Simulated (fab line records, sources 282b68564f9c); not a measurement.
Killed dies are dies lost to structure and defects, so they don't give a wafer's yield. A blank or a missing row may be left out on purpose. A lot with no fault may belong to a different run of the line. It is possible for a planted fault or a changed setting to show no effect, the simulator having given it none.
Lot-split experiment + flow rit cmos + on a route of 202 steps: 5 lots, 23 wafers read

SPLIT DETAILS
At RIT_PSD_COAT_01 (resist thk 1000 nm), the setting resist thk nm was moved away from the recipe's 1000 nm on 7 of the 23 wafers read, by -5.4% to -2.1%. The other wafers ran this setting at the recipe's value.

FROM THE SPLIT TO THE READING: what the file shows between them, 3 steps
- RIT_PSD_SOFTBAKE_02: time 60 s
- RIT_PSD_EXPOSE_03: exposes mask M10, target cd 40900 nm
- RIT_PSD_DEVELOP_05: develop time 50 s

THE READING
NOVOLAK_of_PSD_COAT_01.thk nm (the simulator's own value, which no gauge read), in nm, at RIT_PSD_HARDBAKE_07 (time 60 s). There is no usual value for it anywhere in the file. Here, 16 wafers ran the recipe; their average is 884.4 nm with a standard deviation of 1.6 nm.

| wafer  | tool, chamber at the split | resist thk nm as run, nm | against the recipe | NOVOLAK_of_PSD_COAT_01.thk nm, nm | against lot-mates on the recipe |
|--------|----------------------------|--------------------------|--------------------|-----------------------------------|---------------------------------|
| L074.2 | litho track-02, 0          | 1000                     | recipe             | 886.3                             | -                               |
| L074.3 | litho track-02, 0          | 1000                     | recipe             | 885.4                             | -                               |
| L074.4 | litho track-02, 0          | 946                      | -5.4%              | 838.9                             | -47.0                           |
| L074.5 | litho track-02, 0          | 946                      | -5.4%              | 841.3                             | -44.6                           |
| L074.6 | litho track-02, 0          | 1000                     | recipe             | 885.9                             | -                               |
| L076.2 | litho track-03, 0          | 1000                     | recipe             | 883.4                             | -                               |
| L076.3 | litho track-03, 0          | 1000                     | recipe             | 883.8                             | -                               |
| L076.4 | litho track-03, 0          | 1000                     | recipe             | 884.8                             | -                               |
| L076.5 | litho track-03, 0          | 1000                     | recipe             | 882.7                             | -                               |
| L076.6 | litho track-03, 0          | 1000                     | recipe             | 884.9                             | -                               |
| L081.1 | litho track-02, 0          | 973.5                    | -2.6%              | 864.4                             | -19.1                           |
| L081.2 | litho track-02, 0          | 973.5                    | -2.6%              | 861.6                             | -21.9                           |
| L081.3 | litho track-02, 0          | 973.5                    | -2.6%              | 859.6                             | -23.9                           |
| L081.4 | litho track-02, 0          | 1000                     | recipe             | 884.1                             | -                               |
| L081.5 | litho track-02, 0          | 1000                     | recipe             | 882.9                             | -                               |
| L083.1 | litho track-01, 0          | 1000                     | recipe             | 884.9                             | -                               |
| L083.2 | litho track-01, 0          | 1000                     | recipe             | 882.9                             | -                               |
| L083.5 | litho track-01, 0          | 1000                     | recipe             | 885.7                             | -                               |
| L085.2 | litho track-01, 0          | 978.7                    | -2.1%              | 866.8                             | -17.4                           |
| L085.3 | litho track-01, 0          | 1000                     | recipe             | 881.2                             | -                               |
| L085.4 | litho track-01, 0          | 1000                     | recipe             | 883.8                             | -                               |
| L085.5 | litho track-01, 0          | 1000                     | recipe             | 887.7                             | -                               |
| L085.6 | litho track-01, 0          | 978.7                    | -2.1%              | 869.6                             | -14.6                           |

THE FIT
A straight line over all 23 wafers: NOVOLAK_of_PSD_COAT_01.thk nm changes by +8.22 nm for each +1% of resist thk nm; r = +0.99; the points scatter about the line by 1.7 nm.
The same after taking each lot's own level away (the mean of its wafers on the recipe; 23 wafers): +8.34 nm for each +1%; r = +0.99; scatter 1.6 nm.
The reading moves by 45 nm for the largest change in resist thk nm, on that fit.
The span of the lots' own levels, 883.50 to 885.87 nm, comes to 1.5 times the standard deviation stated above.
Consequently the slope shifts little with the lot-to-lot level, the two slopes agreeing.
Check: -43.8 nm against its lot-mates is what the line predicts for one of the wafers moved furthest among these (-5.4%) when that wafer is left out of the fit. It came out at -47 nm against them.

FURTHER SPLITS ON THESE WAFERS
Other splits were also applied to these wafers ahead of the reading. Each is held against what the fit with the lots' levels taken away leaves over:
| other split on the same wafers | wafers away from the commonest value | r with NOVOLAK_of_PSD_COAT_01.thk nm (lot level and that fit taken away) |
|--------------------------------|--------------------------------------|--------------------------------------------------------------------------|
| RIT_NLDD_IMPLANT_08 energy kev | 8                                    | +0.18                                                                    |

THE WHOLE CHAIN: every reading that the file lists as answering this split, in the file's order
| step                | what it does       | reading                                                                        | change (the file's fit)              | r (the file's) |
|---------------------|--------------------|--------------------------------------------------------------------------------|--------------------------------------|----------------|
| RIT_PSD_COAT_01     | resist thk 1000 nm | NOVOLAK_of_PSD_COAT_01.thk nm (the simulator's own value, which no gauge read) | +9.5 nm for each +1% of the setting  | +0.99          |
| RIT_PSD_HARDBAKE_07 | time 60 s          | NOVOLAK_of_PSD_COAT_01.thk nm (the simulator's own value, which no gauge read) | +8.31 nm for each +1% of the setting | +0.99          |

THE FILE'S OWN FIT
NOVOLAK_of_PSD_COAT_01.thk nm changes by +8.31 nm for each +1% of resist thk nm, r = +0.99.
